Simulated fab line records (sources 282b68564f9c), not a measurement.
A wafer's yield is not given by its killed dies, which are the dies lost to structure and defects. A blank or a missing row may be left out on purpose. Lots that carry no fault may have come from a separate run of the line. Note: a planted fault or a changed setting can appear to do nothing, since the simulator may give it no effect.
Split-lot experiment -- flow rit_cmos -- 23 wafers read across 5 lots, on a route 202 steps long

## THE SPLIT ITSELF
At RIT_SILICIDE_SPUTTER_01 (material Ti, target thk 30 nm, time 240 s), the setting chamber_pressure_pa was moved away from the recipe's 0.667 Pa on 20 of the 23 wafers read, by -9.3% to +14.6%. The other wafers ran this setting at the recipe's value.

## SPLIT TO READING: what lies between them in the file, 1 step
- RIT_SILICIDE_RS_MEAS_02: measures by four-point-probe

## THE READING
SILICIDE_TI_THK, in nm, at RIT_SILICIDE_THK_MEAS_03 (measures by xrf). Fault-free wafers of this fab line usually give 29.62 nm, standard deviation 0.23 nm.

wafer,"tool, chamber at the split","chamber_pressure_pa as run, Pa",against the recipe,"SILICIDE_TI_THK, nm",against lot-mates on the recipe
L074.2,"pvd_sputter-02, -",0.6262,-6.1%,29.64,no lot-mate on the recipe
L074.3,"pvd_sputter-02, -",0.6262,-6.1%,29.83,no lot-mate on the recipe
L074.4,"pvd_sputter-02, -",0.6262,-6.1%,29.73,no lot-mate on the recipe
L074.5,"pvd_sputter-02, -",0.6262,-6.1%,29.99,no lot-mate on the recipe
L074.6,"pvd_sputter-02, -",0.6262,-6.1%,29.91,no lot-mate on the recipe
L079.1,"pvd_sputter-04, -",0.7645,+14.6%,28.51,no lot-mate on the recipe
L079.2,"pvd_sputter-04, -",0.7645,+14.6%,28.16,no lot-mate on the recipe
L079.3,"pvd_sputter-04, -",0.7645,+14.6%,28.49,no lot-mate on the recipe
L079.4,"pvd_sputter-04, -",0.7645,+14.6%,28.44,no lot-mate on the recipe
L079.6,"pvd_sputter-04, -",0.7645,+14.6%,28.38,no lot-mate on the recipe
L081.1,"pvd_sputter-04, -",0.605,-9.3%,30.22,no lot-mate on the recipe
L081.2,"pvd_sputter-04, -",0.605,-9.3%,30.38,no lot-mate on the recipe
L081.3,"pvd_sputter-04, -",0.605,-9.3%,30.23,no lot-mate on the recipe
L081.4,"pvd_sputter-04, -",0.605,-9.3%,29.97,no lot-mate on the recipe
L081.5,"pvd_sputter-04, -",0.605,-9.3%,30.05,no lot-mate on the recipe
L082.2,"pvd_sputter-02, -",0.667,recipe,29.73,-
L082.3,"pvd_sputter-02, -",0.667,recipe,29.75,-
L082.4,"pvd_sputter-02, -",0.667,recipe,29.60,-
L084.1,"pvd_sputter-02, -",0.7532,+12.9%,28.21,no lot-mate on the recipe
L084.2,"pvd_sputter-02, -",0.7532,+12.9%,28.46,no lot-mate on the recipe
L084.4,"pvd_sputter-02, -",0.7532,+12.9%,28.69,no lot-mate on the recipe
L084.5,"pvd_sputter-02, -",0.7532,+12.9%,28.67,no lot-mate on the recipe
L084.6,"pvd_sputter-02, -",0.7532,+12.9%,28.60,no lot-mate on the recipe

FIT RESULTS
A straight line over all 23 wafers: SILICIDE_TI_THK changes by -0.0727 nm for each +1% of chamber_pressure_pa; r = -0.98; the points scatter about the line by 0.17 nm.
Too few moved wafers with a lot-mate on the recipe to fit a line net of each lot's own level.

## THE WHOLE CHAIN: every reading that the file lists as answering this split, in the file's order
step,what it does,reading,change (the file's fit),r (the file's)
RIT_SILICIDE_SPUTTER_01,"material Ti, target thk 30 nm, time 240 s","Ti_of_SILICIDE_SPUTTER_01.thk_nm (the simulator's own value, which no gauge read)",-0.071 nm for each +1% of the setting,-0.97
RIT_SILICIDE_RS_MEAS_02,measures by four-point-probe,SILICIDE_TI_RS,+1.13 for each +1% of the setting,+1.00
RIT_SILICIDE_THK_MEAS_03,measures by xrf,SILICIDE_TI_THK,-0.0728 for each +1% of the setting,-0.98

## THE FILE'S OWN FIT
SILICIDE_TI_THK changes by -0.0728 nm for each +1% of chamber_pressure_pa, r = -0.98.
